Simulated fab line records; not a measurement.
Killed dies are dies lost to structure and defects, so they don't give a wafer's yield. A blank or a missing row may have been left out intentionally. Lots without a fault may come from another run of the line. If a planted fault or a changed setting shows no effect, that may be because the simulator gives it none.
Shared-tool check	flow berkeley cmos170	Sample size 14 lots and 42 wafers

== WHY THIS WAS OPENED ==
Of 14 lots, 2 have the reading GATE_POLY_THK flagged at UCB170_GATE_THK_MEAS_05. Wafers without a fault read 214.2 nm, standard deviation 1.9.
Rule: a lot is flagged when every wafer of it that has a number lies more than 4 standard deviations from that mean, or none has a number. As for the other lots, they are considered sound.

lot	measured	on	GATE_POLY_THK (nm), wafer by wafer	flag
L214	day 7 09:59	film metro-04	211.6 211.4 211.9	
L215	day 7 22:41	film metro-02	218.2 218.5 218.2	
L216	day 8 20:45	film metro-03	217.0 217.1 217.0	
L221	day 9 15:32	film metro-03	213.3 213.9 214.1	
L224	day 10 09:34	film metro-04	212.5 213.3 212.1	
L225	day 11 05:22	film metro-04	146.0 146.8 146.1	FLAGGED
L226	day 11 05:22	film metro-02	145.0 143.9 145.4	FLAGGED
L229	day 11 19:16	film metro-02	212.4 211.6 210.7	
L230	day 11 19:16	film metro-03	213.3 213.5 212.2	
L228	day 11 19:16	film metro-04	214.6 213.7 215.3	
L231	day 12 08:48	film metro-02	212.2 212.9 211.8	
L233	day 12 19:41	film metro-04	213.2 212.1 213.8	
L232	day 12 19:42	film metro-03	213.3 215.6 213.0	
L235	day 13 09:05	film metro-03	211.4 214.1 212.1	
Average over the flagged lots: 145.5 nm; offset from the usual -68.7 nm, equal to -36 standard deviations.

== WHICH TOOL EACH LOT WENT THROUGH ==
The record holds 1 process step before the reading, out of a route of 331 steps. Cell contents, in order: the tool; ch with the chambers the sampled wafers went through; the start.
lot	flag	UCB170_GATE_CVD_04
L214		lpcvd-02 ch 0, day 7 08:35
L215		lpcvd-01 ch 1, day 7 21:16
L216		lpcvd-02 ch 0, day 8 19:18
L221		lpcvd-01 ch 1, day 9 14:08
L224		lpcvd-01 ch 1, day 10 08:09
L225	FLAGGED	lpcvd-01 ch 1, day 11 03:58
L226	FLAGGED	lpcvd-01 ch 0, day 11 03:58
L229		lpcvd-02 ch 1, day 11 17:52
L230		lpcvd-02 ch 1, day 11 17:52
L228		lpcvd-02 ch 0, day 11 17:52
L231		lpcvd-02 ch 0, day 12 07:24
L233		lpcvd-02 ch 1, day 12 18:17
L232		lpcvd-02 ch 0, day 12 18:17
L235		lpcvd-02 ch 1, day 13 07:41
What the steps here do:
- UCB170_GATE_CVD_04: deposits poly-Si from SiH4, time 1440 s, target thk 214 nm.
- UCB170_GATE_THK_MEAS_05

== FLAGGED OVER TOTAL, TOOL BY TOOL (the gauges that took the reading come last) ==
step	tool	lots run	flagged	share of the flagged lots	sound lots run after its first flagged lot
UCB170_GATE_CVD_04	lpcvd-01	5	2	all	0
UCB170_GATE_CVD_04	lpcvd-02	9	0	none	-
UCB170_GATE_THK_MEAS_05	film metro-02	4	1	some	2 (L229,L231)
UCB170_GATE_THK_MEAS_05	film metro-03	5	0	none	-
UCB170_GATE_THK_MEAS_05	film metro-04	5	1	some	2 (L228,L233)

== WHAT IS ALLOWED BY THE TABLE ==
1 row of the table ran every flagged lot: lpcvd-01 at UCB170_GATE_CVD_04.
- lpcvd-01 at UCB170_GATE_CVD_04: 2 of its 5 lots flagged. Last sound lot L224 at day 10 08:09, first flagged lot L225 at day 11 03:58; a fault beginning in between fits.
Just one tool remains: lpcvd-01 at UCB170_GATE_CVD_04.

== WHAT HAD BEEN PUT IN BY THE SIMULATOR ==
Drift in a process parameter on lpcvd-01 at UCB170_GATE_CVD_04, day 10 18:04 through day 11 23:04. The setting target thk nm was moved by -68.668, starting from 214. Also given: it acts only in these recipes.
Shown lots that were struck: L225, L226. The rule given above showed the same thing.
